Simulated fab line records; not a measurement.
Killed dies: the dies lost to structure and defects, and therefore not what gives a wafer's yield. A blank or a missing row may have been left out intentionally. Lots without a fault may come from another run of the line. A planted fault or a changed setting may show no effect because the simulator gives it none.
Split-lot trial + flow rit-cmos + 5 lots, 23 wafers read, on a route of 202 steps

THE SPLIT ITSELF
At RIT_M1_EXPOSE_06 (exposes mask M12, target cd 2600 nm), the setting dose-mj was moved away from the recipe's 250 on 7 of the 23 wafers read, by +2.7% to +6.3%. For the rest of the wafers, this setting stayed at what the recipe calls for.

FROM THE SPLIT TO THE READING: what the file shows between them, 7 steps
- RIT_M1_PEB_07
- RIT_M1_DEVELOP_08: develop time 68 s
- RIT_M1_CD_MEAS_09: target cd 2600 nm
- RIT_M1_HARDBAKE_11: time 120 s
- RIT_M1_METAL_ETCH_12: etches Al in Cl2/BCl3, stops on SiO2, time 165 s, target depth 600 nm
- RIT_M1_STRIP_13: strips in nmp, time 600 s
- RIT_M1_STRIP_14: strips in O2, time 180 s

THE READING
At RIT_M1_CD_MEAS_90: cd-nm in nanometres, against a target cd of 2600 nm. Fault-free wafers of this fab line usually give 2601 nm, standard deviation 3.6 nm.

| wafer  | tool, chamber at the split | dose-mj as run | against the recipe | cd-nm, nm | against lot-mates on the recipe |
|--------|----------------------------|----------------|--------------------|-----------|---------------------------------|
| L076.1 | iline-stepper-02, 0        | 250            | recipe             | 2602      | -                               |
| L076.3 | iline-stepper-02, 0        | 250            | recipe             | 2606      | -                               |
| L076.6 | iline-stepper-02, 0        | 250            | recipe             | 2607      | -                               |
| L077.1 | iline-stepper-02, 0        | 250            | recipe             | 2603      | -                               |
| L077.2 | iline-stepper-02, 0        | 250            | recipe             | 2601      | -                               |
| L077.3 | iline-stepper-02, 0        | 265.7          | +6.3%              | 2584      | -18                             |
| L077.5 | iline-stepper-02, 0        | 265.7          | +6.3%              | 2585      | -17                             |
| L077.6 | iline-stepper-02, 0        | 250            | recipe             | 2602      | -                               |
| L081.1 | iline-stepper-02, 0        | 256.8          | +2.7%              | 2597      | -4                              |
| L081.2 | iline-stepper-02, 0        | 250            | recipe             | 2602      | -                               |
| L081.3 | iline-stepper-02, 0        | 250            | recipe             | 2601      | -                               |
| L081.4 | iline-stepper-02, 0        | 256.8          | +2.7%              | 2596      | -5                              |
| L081.6 | iline-stepper-02, 0        | 250            | recipe             | 2600      | -                               |
| L082.2 | iline-stepper-02, 0        | 250            | recipe             | 2604      | -                               |
| L082.3 | iline-stepper-02, 0        | 258.7          | +3.5%              | 2597      | -8                              |
| L082.4 | iline-stepper-02, 0        | 258.7          | +3.5%              | 2597      | -8                              |
| L082.5 | iline-stepper-02, 0        | 250            | recipe             | 2605      | -                               |
| L082.6 | iline-stepper-02, 0        | 258.7          | +3.5%              | 2597      | -8                              |
| L085.1 | iline-stepper-02, 0        | 250            | recipe             | 2604      | -                               |
| L085.3 | iline-stepper-02, 0        | 250            | recipe             | 2604      | -                               |
| L085.4 | iline-stepper-02, 0        | 250            | recipe             | 2602      | -                               |
| L085.5 | iline-stepper-02, 0        | 250            | recipe             | 2603      | -                               |
| L085.6 | iline-stepper-02, 0        | 250            | recipe             | 2603      | -                               |

FIT RESULTS
A straight line over all 23 wafers: cd-nm changes by -2.61 nm for each +1% of dose-mj; r = -0.94; the points scatter about the line by 2.1 nm.
The same after taking each lot's own level away (the mean of its wafers on the recipe; 23 wafers): -2.53 nm for each +1%; r = -0.97; scatter 1.4 nm.
Per that fit: largest dose-mj move, reading shift of 16 nm.
Across the lots, their own levels run from 2601.0 to 2605.0 nm, a range of 1.1 times the standard deviation given above.
The two slopes agree, so the slope changes little with the lot-to-lot level.
Check: with one of the wafers moved furthest among these (+6.3%) left out of the fit, the line predicts -14.6 nm for it against its lot-mates. Against them it came out at -18 nm.

FURTHER SPLITS ON THESE WAFERS
These wafers also went through other splits before the reading. Each is held against what the fit with the lots' levels taken away leaves over:
| other split on the same wafers  | wafers away from the commonest value | r with cd-nm (lot level and that fit taken away) |
|---------------------------------|--------------------------------------|--------------------------------------------------|
| RIT_NSD_IMPLANT_08 energy-kev   | 12                                   | -0.13                                            |
| RIT_PSD_SOFTBAKE_02 temp-c      | 9                                    | -0.18                                            |
| RIT_PSD_IMPLANT_08 energy-kev   | 6                                    | +0.22                                            |
| RIT_SILICIDE_SPUTTER_01 power-w | 7                                    | -0.18                                            |
| RIT_M1_SPUTTER_00 time-s        | 5                                    | +0.13                                            |

THE WHOLE CHAIN: every reading that the file lists as answering this split, in the file's order
| step              | what it does      | reading                                                   | change (the file's fit)              | r (the file's) |
|-------------------|-------------------|-----------------------------------------------------------|--------------------------------------|----------------|
| RIT_M1_DEVELOP_08 | develop time 68 s | M1.cd-nm (the simulator's own value, which no gauge read) | -2.46 nm for each +1% of the setting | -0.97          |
| RIT_M1_CD_MEAS_09 | target cd 2600 nm | cd-nm                                                     | -2.43 nm for each +1% of the setting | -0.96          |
| RIT_M1_CD_MEAS_90 | target cd 2600 nm | cd-nm                                                     | -2.53 nm for each +1% of the setting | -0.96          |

FILE'S OWN FIT
cd-nm changes by -2.53 nm for each +1% of dose-mj, r = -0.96.
